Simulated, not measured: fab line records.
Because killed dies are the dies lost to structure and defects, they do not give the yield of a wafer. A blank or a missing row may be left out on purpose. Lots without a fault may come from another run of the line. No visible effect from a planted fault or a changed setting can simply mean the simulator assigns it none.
The tool behind it: which one? + flow berkeley-cmos170 + 45 wafers from 15 lots sampled at 3 of the route's 331 steps

## WHAT THE GAUGES READ, wafer by wafer
UCB170_GATE_CD_MEAS_90: target cd 350 nm. Usual: cd-nm reads 350.3 nm (standard deviation 1.6).
| lot  | measured     | on        | cd-nm (nm)        | flag |
|------|--------------|-----------|-------------------|------|
| L253 | day 7 11:37  | cd-sem-02 | 351.7 351.7 351.3 |      |
| L254 | day 7 23:56  | cd-sem-01 | 347.4 350.6 347.2 |      |
| L257 | day 8 22:04  | cd-sem-01 | 352.2 350.3 349.2 |      |
| L255 | day 8 22:19  | cd-sem-02 | 349.3 348.6 349.7 |      |
| L256 | day 8 22:33  | cd-sem-01 | 347.0 350.4 348.8 |      |
| L260 | day 9 16:48  | cd-sem-01 | 350.9 349.7 351.8 |      |
| L259 | day 9 16:58  | cd-sem-02 | 347.8 347.8 347.3 |      |
| L263 | day 10 11:03 | cd-sem-02 | 348.2 350.3 350.5 |      |
| L261 | day 10 11:35 | cd-sem-01 | 354.4 351.1 351.5 |      |
| L265 | day 11 07:22 | cd-sem-01 | 349.4 352.4 349.8 |      |
| L266 | day 11 06:52 | cd-sem-02 | 351.6 350.8 350.0 |      |
| L264 | day 11 07:06 | cd-sem-02 | 350.7 347.8 351.5 |      |
| L268 | day 11 20:31 | cd-sem-02 | 348.5 351.9 351.8 |      |
| L267 | day 11 20:53 | cd-sem-01 | 350.7 349.2 350.2 |      |
| L276 | day 13 16:23 | cd-sem-02 | 351.4 351.6 350.4 |      |

UCB170_NLDD_TW_MEAS_11. Usual: NLDD_TW typically reads 2195, with standard deviation 15.
| lot  | measured     | on            | NLDD_TW        | flag |
|------|--------------|---------------|----------------|------|
| L253 | day 7 15:36  | film-metro-01 | 2198 2203 2205 |      |
| L254 | day 8 05:43  | film-metro-02 | 2206 2204 2210 |      |
| L257 | day 9 02:29  | film-metro-02 | 2193 2200 2176 |      |
| L255 | day 9 02:48  | film-metro-02 | 2194 2182 2186 |      |
| L256 | day 9 03:07  | film-metro-02 | 2192 2200 2176 |      |
| L260 | day 9 20:18  | film-metro-01 | 2186 2178 2172 |      |
| L259 | day 9 20:37  | film-metro-02 | 2185 2194 2196 |      |
| L263 | day 10 14:53 | film-metro-02 | 2212 2218 2212 |      |
| L261 | day 10 16:49 | film-metro-02 | 2211 2219 2222 |      |
| L265 | day 11 14:47 | film-metro-03 | 2192 2185 2191 |      |
| L266 | day 11 12:42 | film-metro-03 | 2190 2193 2196 |      |
| L264 | day 11 14:29 | film-metro-01 | 2212 2220 2217 |      |
| L268 | day 12 00:40 | film-metro-02 | 2207 2202 2206 |      |
| L267 | day 12 01:44 | film-metro-01 | 2197 2193 2196 |      |
| L276 | day 13 19:52 | film-metro-01 | 2180 2178 2184 |      |

## WHICH TOOL RAN EACH LOT (tool, then ch and the chambers of the sampled wafers, then the start)
| lot  | UCB170_PVT_PEB_04                 |
|------|-----------------------------------|
| L253 | litho-track-03 ch 0, day 6 10:34  |
| L254 | litho-track-02 ch 0, day 7 01:26  |
| L257 | litho-track-03 ch 0, day 7 19:04  |
| L255 | litho-track-03 ch 0, day 7 19:20  |
| L256 | litho-track-03 ch 0, day 7 19:49  |
| L260 | litho-track-02 ch 0, day 8 20:02  |
| L259 | litho-track-01 ch 0, day 8 20:22  |
| L263 | litho-track-03 ch 0, day 9 12:48  |
| L261 | litho-track-02 ch 0, day 9 13:08  |
| L265 | litho-track-02 ch 0, day 10 09:25 |
| L266 | litho-track-03 ch 0, day 10 09:37 |
| L264 | litho-track-03, day 10 09:54      |
| L268 | litho-track-03, day 10 21:13      |
| L267 | litho-track-02, day 10 21:22      |
| L276 | litho-track-02 ch 0, day 12 22:34 |
- UCB170_PVT_PEB_04

## WHAT THE TOOLS THEMSELVES READ (means of the sampled wafers that have a number; where no wafer has one, the mark that the record gives instead)
UCB170_PVT_PEB_04. Usual: chill-plate-temp-C 23.01 C, standard deviation 0.1; exhaust-pa 45.1 Pa, standard deviation 0.92.
| lot  | tool           | chill-plate-temp-C (C) | exhaust-pa (Pa) | flag |
|------|----------------|------------------------|-----------------|------|
| L253 | litho-track-03 | 22.89                  | 46.4            |      |
| L254 | litho-track-02 | 22.98                  | 44.0            |      |
| L257 | litho-track-03 | 23.02                  | 45.5            |      |
| L255 | litho-track-03 | 22.95                  | 44.9            |      |
| L256 | litho-track-03 | 23.08                  | 44.8            |      |
| L260 | litho-track-02 | 23.01                  | 44.5            |      |
| L259 | litho-track-01 | 23.16                  | 45.5            |      |
| L263 | litho-track-03 | 22.98                  | 44.1            |      |
| L261 | litho-track-02 | 23.15                  | 45.3            |      |
| L265 | litho-track-02 | 22.93                  | 45.0            |      |
| L266 | litho-track-03 | 22.96                  | 46.0            |      |
| L264 | litho-track-03 | -                      | -               | OFF  |
| L268 | litho-track-03 | -                      | -               | OFF  |
| L267 | litho-track-02 | -                      | -               | OFF  |
| L276 | litho-track-02 | 22.94                  | 43.3            |      |

## THE ANSWER, worked out from the rows above alone
Rule: a lot is off if the mean of its wafers that have a number lies more than 3 standard deviations from the usual mean. Also off: a lot with no number at a reading for which 4 or more lots have one. All remaining lots with rows at the step are treated as sound. First the gauges in route order, then the tools' own readings, where a lot's mean is used as printed above. The first step at which some lot is off is used, and at that step the reading that is off furthest; a lot without a number counts as furthest.
Off: L264, L268, L267 (UCB170_PVT_PEB_04, chill-plate-temp-C). Without a number there: L264, L268, L267.
If a tool, at that step or one of the process steps before it, ran each lot that is off and ran no sound lot following the first of them, it fits. None of those tried fits.

## WHAT WAS PUT IN BY THE SIMULATOR
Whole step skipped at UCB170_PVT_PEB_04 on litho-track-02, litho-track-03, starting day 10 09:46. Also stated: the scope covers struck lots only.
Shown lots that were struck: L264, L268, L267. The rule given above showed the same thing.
